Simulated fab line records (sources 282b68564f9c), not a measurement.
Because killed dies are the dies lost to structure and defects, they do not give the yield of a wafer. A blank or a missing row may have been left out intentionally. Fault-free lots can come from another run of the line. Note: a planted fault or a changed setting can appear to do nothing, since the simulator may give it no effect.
fab line records	flow rit_cmos
record lots=7	wafers=21	last_day=7
route steps=202 shown GATE@83 M1@202
lots with no fault: from the same line, run without faults
start_h: start of the lot's first displayed wafer, in hours after the record's first day	wait_h: hours elapsed since this lot's preceding step	" the same as in the row above	L1.1+2: several wafers, shown together as one row	- no value, or no start was given	* or withheld: withheld	< > ~ a bound
route shown NAME@n: names a module that has steps shown in the file, with the first one's number in the route	usual: mean/standard deviation taken from wafers without a fault	same: alike in all rows	chamber/n: place in a boat	sites: per-site readings	_std_site: the values' standard deviation	_edge_site: mean of outer sites minus mean of inner sites	radius_mm: for every site, how far away it sits from the centre of the wafer	mask NAME#n: copy n	behind: the last tool/chamber to shape the wafer	hold: reason for holding the lot/hours on hold/outcome of the hold	device: which transistor (n, p or np) failed to switch	end of line: the route-end tests of the same wafers	for a step that has no rows: nothing shown but its recipe	killed: the dies lost at the first sort to structure and to defects; this is not the yield of the wafer	map: the dies of a wafer, with x for killed, . for not killed, _ for no die there
set.NAME: setting as actually run; set.NAME@STEP: the setting as run at that earlier step	model.NAME: the simulator's own value behind a step, which no gauge read
lots at selected steps of the route; one table per step, one row per wafer
services: when a tool's chamber went out of use (start_h, in hours from the record's first day, below 0 if earlier), for how many hours, and the reason
## steps
# step RIT_GATE_THK_MEAS_07
# recipe reads=SiO2_of_GATE_OXIDATION_05
# usual GATE_OXIDE_THK=2.98/0.064
lot.wafer	tool	chamber	start_h	wait_h	GATE_OXIDE_THK[nm]
L390.3	film_metro-01	-	44.30	0.0	2.98
L390.4	"	-	"	"	2.95
L390.5	"	-	"	"	2.93
L397.3	film_metro-04	-	79.09	0.0	2.93
L397.5	"	-	"	"	2.91
L397.6	"	-	"	"	2.92
L405.1	film_metro-02	-	118.81	0.0	2.96
L405.3	"	-	"	"	2.97
L405.5	"	-	"	"	2.93
L406.1	film_metro-01	-	124.78	0.0	3.07
L406.3	"	-	"	"	3.01
L406.5	"	-	"	"	3.03
L407.2	film_metro-02	-	128.22	0.0	2.95
L407.3	"	-	"	"	2.97
L407.6	"	-	"	"	2.94
L408.1	film_metro-01	-	129.63	0.0	3.12
L408.2	"	-	"	"	3.06
L408.3	"	-	"	"	3.03
L411.1	film_metro-01	-	148.46	0.0	2.95
L411.3	"	-	"	"	3.04
L411.5	"	-	"	"	2.99
# step RIT_GATE_CVD_08
# recipe material=poly-Si	target_thk_nm=250	temp_c=610	precursor=SiH4	time_s=2220	pressure_mtorr=300	sih4_flow_sccm=100
# step RIT_GATE_THK_MEAS_09
# recipe reads=poly-Si_of_GATE_CVD_08
# usual GATE_POLY_THK=250.0/2.2
lot.wafer	tool	chamber	start_h	wait_h	GATE_POLY_THK[nm]
L390.3	film_metro-02	-	45.98	0.0	248.2
L390.4	"	-	"	"	248.9
L390.5	"	-	"	"	249.7
L397.3	film_metro-01	-	81.82	0.0	249.0
L397.5	"	-	"	"	250.1
L397.6	"	-	"	"	250.1
L405.1	film_metro-01	-	120.49	0.0	248.7
L405.3	"	-	"	"	250.0
L405.5	"	-	"	"	248.6
L406.1	film_metro-02	-	126.45	0.0	250.4
L406.3	"	-	"	"	249.4
L406.5	"	-	"	"	250.8
L407.2	film_metro-04	-	129.90	0.0	253.0
L407.3	"	-	"	"	250.9
L407.6	"	-	"	"	252.9
L408.1	film_metro-01	-	131.51	0.0	250.6
L408.2	"	-	"	"	248.9
L408.3	"	-	"	"	250.1
L411.1	film_metro-01	-	151.08	0.0	251.4
L411.3	"	-	"	"	251.0
L411.5	"	-	"	"	252.2
# step RIT_GATE_HMDS_10
# recipe prime_time_s=60	prime_temp_c=140
# step RIT_GATE_COAT_11
# recipe resist=NOVOLAK	spin_rpm=4250	resist_thk_nm=850
# step RIT_GATE_SOFTBAKE_12
# recipe resist=NOVOLAK	temp_c=90	time_s=60
# step RIT_GATE_EXPOSE_13
# recipe mask_id=M6	na=0.6	source_shape=conventional	sigma_outer=0.6	target_cd_nm=150	dose_mj=380
# step RIT_GATE_PEB_14
# recipe resist=NOVOLAK	temp_c=withheld	time_s=withheld
# step RIT_GATE_DEVELOP_15
# recipe resist=NOVOLAK	develop_time_s=51.25	dev_temp_c=23
# step RIT_GATE_CD_MEAS_16
# recipe target_cd_nm=150
# usual cd_nm=149/3.1
lot.wafer	tool	chamber	start_h	wait_h	cd_nm
L390.3	cd_sem-01	-	47.03	-	153
L390.4	"	-	"	"	150
L390.5	"	-	"	"	150
L397.3	cd_sem-02	-	82.87	-	144
L397.5	"	-	"	"	143
L397.6	"	-	"	"	142
L405.1	cd_sem-02	-	121.40	-	143
L405.3	"	-	"	"	143
L405.5	"	-	"	"	144
L406.1	cd_sem-02	-	127.55	-	147
L406.3	"	-	"	"	149
L406.5	"	-	"	"	147
L407.2	cd_sem-01	-	131.04	-	146
L407.3	"	-	"	"	146
L407.6	"	-	"	"	149
L408.1	cd_sem-01	-	132.42	-	150
L408.2	"	-	"	"	150
L408.3	"	-	"	"	151
L411.1	cd_sem-01	-	151.99	-	150
L411.3	"	-	"	"	147
L411.5	"	-	"	"	150
# step RIT_GATE_OVL_MEAS_17
# usual GATE_OVL=0.8/1.6
lot.wafer	tool	chamber	start_h	wait_h	GATE_OVL[nm]
L390.3	overlay-01	-	47.13	0.1	3.2
L390.4	"	-	"	"	1.0
L390.5	"	-	"	"	1.5
L397.3	overlay-01	-	82.97	0.1	2.0
L397.5	"	-	"	"	1.5
L397.6	"	-	"	"	2.4
L405.1	overlay-01	-	121.52	0.1	1.1
L405.3	"	-	"	"	2.3
L405.5	"	-	"	"	1.8
L406.1	overlay-01	-	127.67	0.1	0.8
L406.3	"	-	"	"	1.2
L406.5	"	-	"	"	0.7
L407.2	overlay-01	-	131.15	0.1	2.2
L407.3	"	-	"	"	3.0
L407.6	"	-	"	"	1.2
L408.1	overlay-02	-	132.54	0.1	0.4
L408.2	"	-	"	"	0.9
L408.3	"	-	"	"	1.6
L411.1	overlay-01	-	152.11	0.1	1.6
L411.3	"	-	"	"	-0.3
L411.5	"	-	"	"	1.8
# step RIT_GATE_HARDBAKE_18
# recipe resist=NOVOLAK	temp_c=140	time_s=60
# step RIT_GATE_ETCH_19
# recipe chemistry=SF6/CHF3/O2	time_s=165	SF6_flow_sccm=30	CHF3_flow_sccm=30	O2_flow_sccm=5	target=poly-Si	pressure_mtorr=40	rf_w=160	target_depth_a=3125	over_etch_frac=0.25	stop_on=SiO2
# usual CHF3_flow_sccm=30.02/0.084	O2_flow_sccm=4.999/0.013	SF6_flow_sccm=30.00/0.086	drypump_motor_current_A=5.7/0.5	oes_product_au=0.848/0.0095	throttle_valve_pct=10.29/0.14
lot.wafer	tool	chamber	start_h	wait_h	CHF3_flow_sccm	O2_flow_sccm	SF6_flow_sccm	drypump_motor_current_A	oes_product_au	rf_hours_counter_h	throttle_valve_pct	model.NOVOLAK_of_GATE_COAT_11.thk_nm	model.SiO2_of_FOX2_OXIDATION_00.thk_nm
L390.3	rie_si-01	3	47.30	0.1	30.03	5.008	29.85	4.9	0.834	85	10.22	672.5	239.4
L390.4	"	0	"	"	29.86	5.027	30.16	6.1	0.854	158	10.40	670.2	235.7
L390.5	"	3	"	"	29.97	4.992	30.00	4.9	0.837	-	10.23	672.5	237.5
L397.3	rie_si-02	3	83.14	0.1	29.91	4.985	30.06	5.3	0.847	39	10.21	664.1	233.2
L397.5	"	3	"	"	30.04	5.000	30.05	5.3	0.850	-	10.20	665.4	238.1
L397.6	"	2	"	"	30.12	4.998	30.03	6.6	0.853	-	10.04	667.3	230.6
L405.1	rie_si-02	0	121.71	0.1	-	-	-	-	-	-	-	748.7	255.5
L405.3	"	2	"	"	-	-	-	-	-	-	-	746.1	258.5
L405.5	"	0	"	"	-	-	-	-	-	-	-	747.5	251.6
L406.1	rie_si-01	1	127.86	0.1	-	-	-	-	-	-	-	751.6	257
L406.3	"	2	"	"	-	-	-	-	-	-	-	750.2	254.9
L406.5	"	0	"	"	-	-	-	-	-	-	-	751.5	256.5
L407.2	rie_si-02	1	131.33	0.1	-	-	-	-	-	-	-	752.2	265.9
L407.3	"	3	"	"	-	-	-	-	-	-	-	749.2	266.9
L407.6	"	3	"	"	-	-	-	-	-	-	-	751.8	262.5
L408.1	rie_si-01	1	132.72	0.1	30.05	4.988	30.08	5.8	0.862	85	10.28	676.1	245.4
L408.2	"	0	"	"	29.94	5.000	30.10	6.1	0.846	0	10.42	670.7	239.8
L408.3	"	3	"	"	29.88	4.992	29.81	4.9	0.838	86	10.23	671.8	242.7
L411.1	rie_si-02	0	152.29	0.1	29.97	5.005	30.05	6.1	0.841	4	10.39	672.8	242.6
L411.3	"	2	"	"	30.09	5.019	30.02	6.5	0.852	10	10.05	671.5	241.4
L411.5	"	1	"	"	30.07	4.997	29.92	5.2	0.857	-	10.28	674.1	246.2
# step RIT_GATE_STRIP_20
# recipe chemistry=O2	time_s=180	resist=NOVOLAK	platen_temp_c=withheld	power_w=500	pressure_mtorr=4000	o2_flow_sccm=4000
# usual drypump_motor_current_A=5.8/0.58
lot.wafer	tool	chamber	start_h	wait_h	drypump_motor_current_A	rf_hours_counter_h
L390.3	plasma_asher-02	1	47.47	0.1	5.8	-
L390.4	"	0	"	"	5.7	-
L390.5	"	0	"	"	5.7	-
L397.3	plasma_asher-03	0	83.31	0.1	6.4	-
L397.5	"	0	"	"	6.4	-
L397.6	"	1	"	"	4.9	-
L405.1	plasma_asher-02	0	121.81	0.1	5.7	1
L405.3	"	0	"	"	5.7	-
L405.5	"	0	"	"	5.7	-
L406.1	plasma_asher-01	1	127.96	0.1	6.5	52
L406.3	"	1	"	"	6.5	-
L406.5	"	1	"	"	6.5	-
L407.2	plasma_asher-02	0	131.44	0.1	5.7	2
L407.3	"	1	"	"	5.8	-
L407.6	"	0	"	"	5.7	-
L408.1	plasma_asher-01	1	132.83	0.1	6.5	52
L408.2	"	0	"	"	5.2	52
L408.3	"	1	"	"	6.5	-
L411.1	plasma_asher-03	0	152.40	0.1	6.4	30
L411.3	"	0	"	"	6.3	-
L411.5	"	0	"	"	6.4	-
# step RIT_GATE_CD_MEAS_90
# recipe target_cd_nm=150
# usual cd_nm=149/3.1
lot.wafer	tool	chamber	start_h	wait_h	cd_nm
L390.3	cd_sem-01	-	47.62	0.1	153
L390.4	"	-	"	"	150
L390.5	"	-	"	"	150
L397.3	cd_sem-01	-	83.46	0.1	144
L397.5	"	-	"	"	143
L397.6	"	-	"	"	142
L405.1	cd_sem-02	-	121.99	0.1	-
L405.3	"	-	"	"	-
L405.5	"	-	"	"	-
L406.1	cd_sem-02	-	128.14	0.1	-
L406.3	"	-	"	"	-
L406.5	"	-	"	"	-
L407.2	cd_sem-01	-	131.63	0.1	-
L407.3	"	-	"	"	-
L407.6	"	-	"	"	-
L408.1	cd_sem-02	-	133.01	0.1	150
L408.2	"	-	"	"	149
L408.3	"	-	"	"	151
L411.1	cd_sem-02	-	152.58	0.1	150
L411.3	"	-	"	"	147
L411.5	"	-	"	"	150
# step RIT_M1_PROBE_99
# usual killed_at_front_end=7/3.3	killed_dies=7/3.3	killed_on_rim=1.9/1.4	killed_open=3.3/1.9	killed_short=3.6/2.1
# same gross_dies=264	killed_at_M0_to_M3=0	killed_at_M4_up=0	killed_at_back_side=0	killed_at_contacts=0	killed_at_other=0
lot.wafer	tool	chamber	start_h	wait_h	killed_at_front_end	killed_dies	killed_on_rim	killed_open	killed_short
L405.1	prober-01	-	144.35	0.1	264	264	70	2	1
L405.3	prober-01	-	144.45	0.2	264	264	70	3	3
L405.5	prober-01	-	144.55	0.2	264	264	70	2	4
L406.1	prober-02	-	148.17	0.1	264	264	70	2	0
L406.3	prober-02	-	148.27	0.2	264	264	70	0	3
L406.5	prober-02	-	148.37	0.2	264	264	70	2	2
L407.2	prober-01	-	150.71	0.1	264	264	70	4	3
L407.3	prober-01	-	150.76	0.2	264	264	70	0	1
L407.6	prober-01	-	150.91	0.2	264	264	70	3	6
L411.1	prober-01	-	172.33	0.1	3	3	1	1	2
L411.3	prober-01	-	172.43	0.2	11	11	2	7	4
L411.5	prober-01	-	172.53	0.2	9	9	4	4	5
# killed by level:class
L405.1 GATE:area_etch=261 FOX1:geometric_particle:open=1 GATE:geometric_particle:open=1 GATE:geometric_particle:short=1
L405.3 GATE:area_etch=258 SPACER:geometric_particle:open=2 GATE:geometric_particle:open=1 GATE:geometric_particle:short=1 REOX:geometric_particle:short=1 SPACER:geometric_particle:short=1
L405.5 GATE:area_etch=258 GATE:geometric_particle:short=2 SPACER:geometric_particle:open=2 FOX2:geometric_particle:short=1 SILICIDE:geometric_particle:short=1
L406.1 GATE:area_etch=262 FOX1:geometric_particle:open=1 GATE:geometric_particle:open=1
L406.3 GATE:area_etch=261 FOX1:geometric_particle:short=1 GATE:geometric_particle:short=1 SPACER:geometric_particle:short=1
L406.5 GATE:area_etch=260 FOX1:geometric_particle:short=2 FOX1:geometric_particle:open=1 SILICIDE:geometric_particle:open=1
L407.2 GATE:area_etch=257 GATE:geometric_particle:open=3 GATE:geometric_particle:short=2 REOX:geometric_particle:short=1 SPACER:geometric_particle:open=1
L407.3 GATE:area_etch=263 SPACER:geometric_particle:short=1
L407.6 GATE:area_etch=255 REOX:geometric_particle:short=5 GATE:geometric_particle:open=2 FOX2:geometric_particle:short=1 REOX:geometric_particle:open=1
L411.1 FOX1:geometric_particle:short=1 GATE:geometric_particle:short=1 SILICIDE:geometric_particle:open=1
L411.3 GATE:geometric_particle:open=3 FOX1:geometric_particle:open=2 SPACER:geometric_particle:short=2 FOX1:geometric_particle:short=1 GATE:geometric_particle:short=1 SPACER:geometric_particle:open=1 SILICIDE:geometric_particle:open=1
L411.5 GATE:geometric_particle:open=2 GATE:geometric_particle:short=2 FOX1:geometric_particle:short=1 FOX2:geometric_particle:open=1 SPACER:geometric_particle:short=1 SILICIDE:geometric_particle:short=1 SILICIDE:geometric_particle:open=1
# map L405.1 (x killed, . not)
________xxxxxxx_______
_____xxxxxxxxxxxxx____
____xxxxxxxxxxxxxxx___
___xxxxxxxxxxxxxxxxx__
__xxxxxxxxxxxxxxxxxxx_
__xxxxxxxxxxxxxxxxxxx_
_xxxxxxxxxxxxxxxxxxxxx
_xxxxxxxxxxxxxxxxxxxxx
_xxxxxxxxxxxxxxxxxxxxx
_xxxxxxxxxxxxxxxxxxxxx
__xxxxxxxxxxxxxxxxxxx_
__xxxxxxxxxxxxxxxxxxx_
___xxxxxxxxxxxxxxxxx__
____xxxxxxxxxxxxxxx___
_____xxxxxxxxxxxxx____
________xxxxxxx_______
# map L406.1 (x killed, . not)
________xxxxxxx_______
_____xxxxxxxxxxxxx____
____xxxxxxxxxxxxxxx___
___xxxxxxxxxxxxxxxxx__
__xxxxxxxxxxxxxxxxxxx_
__xxxxxxxxxxxxxxxxxxx_
_xxxxxxxxxxxxxxxxxxxxx
_xxxxxxxxxxxxxxxxxxxxx
_xxxxxxxxxxxxxxxxxxxxx
_xxxxxxxxxxxxxxxxxxxxx
__xxxxxxxxxxxxxxxxxxx_
__xxxxxxxxxxxxxxxxxxx_
___xxxxxxxxxxxxxxxxx__
____xxxxxxxxxxxxxxx___
_____xxxxxxxxxxxxx____
________xxxxxxx_______
## services
tool	chamber	start_h	hours	kind
plasma_asher-03	-	41.25	0.8	repair
rie_si-02	2	60.10	15.2	repair
rie_si-02	1	73.69	13.0	repair
rie_si-01	0	74.24	-	clean
rie_si-01	0	74.24	21.4	scheduled_down
rie_si-01	0	74.24	21.4	vent_cycle
plasma_asher-03	-	99.91	28.1	pm
plasma_asher-02	-	108.75	9.0	pm
plasma_asher-02	0	108.75	9.0	vent_cycle
plasma_asher-02	1	108.75	9.0	vent_cycle
plasma_asher-02	0	117.75	-	clean
plasma_asher-02	1	117.75	-	clean
plasma_asher-01	-	129.07	1.5	repair
plasma_asher-03	-	136.23	5.4	repair
rie_si-01	2	143.03	-	clean
rie_si-01	2	143.03	20.9	scheduled_down
rie_si-01	2	143.03	20.9	vent_cycle
## key
first_sign step=RIT_GATE_ETCH_19	reading=tool_record	direction=missing
effect step=RIT_GATE_CD_MEAS_90	reading=cd_nm	direction=missing
effect step=RIT_M1_PROBE_99	reading=killed_at_front_end	direction=up	sigmas=79	usual=7	struck=264
model_effect step=RIT_GATE_ETCH_19	value=NOVOLAK_of_GATE_COAT_11.thk_nm	without=667.2	struck=749.9
more_kills_born_at RIT_GATE_ETCH_19@rie_si-02=1552	RIT_GATE_ETCH_19@rie_si-01=783
met_at RIT_GATE_ETCH_19
struck_wafers L405.1,L405.3,L405.5,L406.1,L406.3,L406.5,L407.2,L407.3,L407.6
later_rows_left_out L405.1,L405.3,L405.5,L406.1,L406.3,L406.5,L407.2,L407.3,L407.6
tester_left_out L405,L406,L407
onset_between 83.14 121.71
fault kind=skipped_step_whole	tool=rie_si-01,rie_si-02	chamber=-	onset_h=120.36	steps=RIT_GATE_ETCH_19	scope=struck_lots_only
# tester_left_out: of these lots the tester's yield and bins aren't shown, on N5 and GAA mostly nor the transistor test; their killed dies are dies lost to structure and defects alone, not to doping, threshold or leakage, so they don't give the yield
# later_rows_left_out: the simulator's readings of these wafers behind a module that went badly wrong aren't trusted and aren't shown, but for the sort
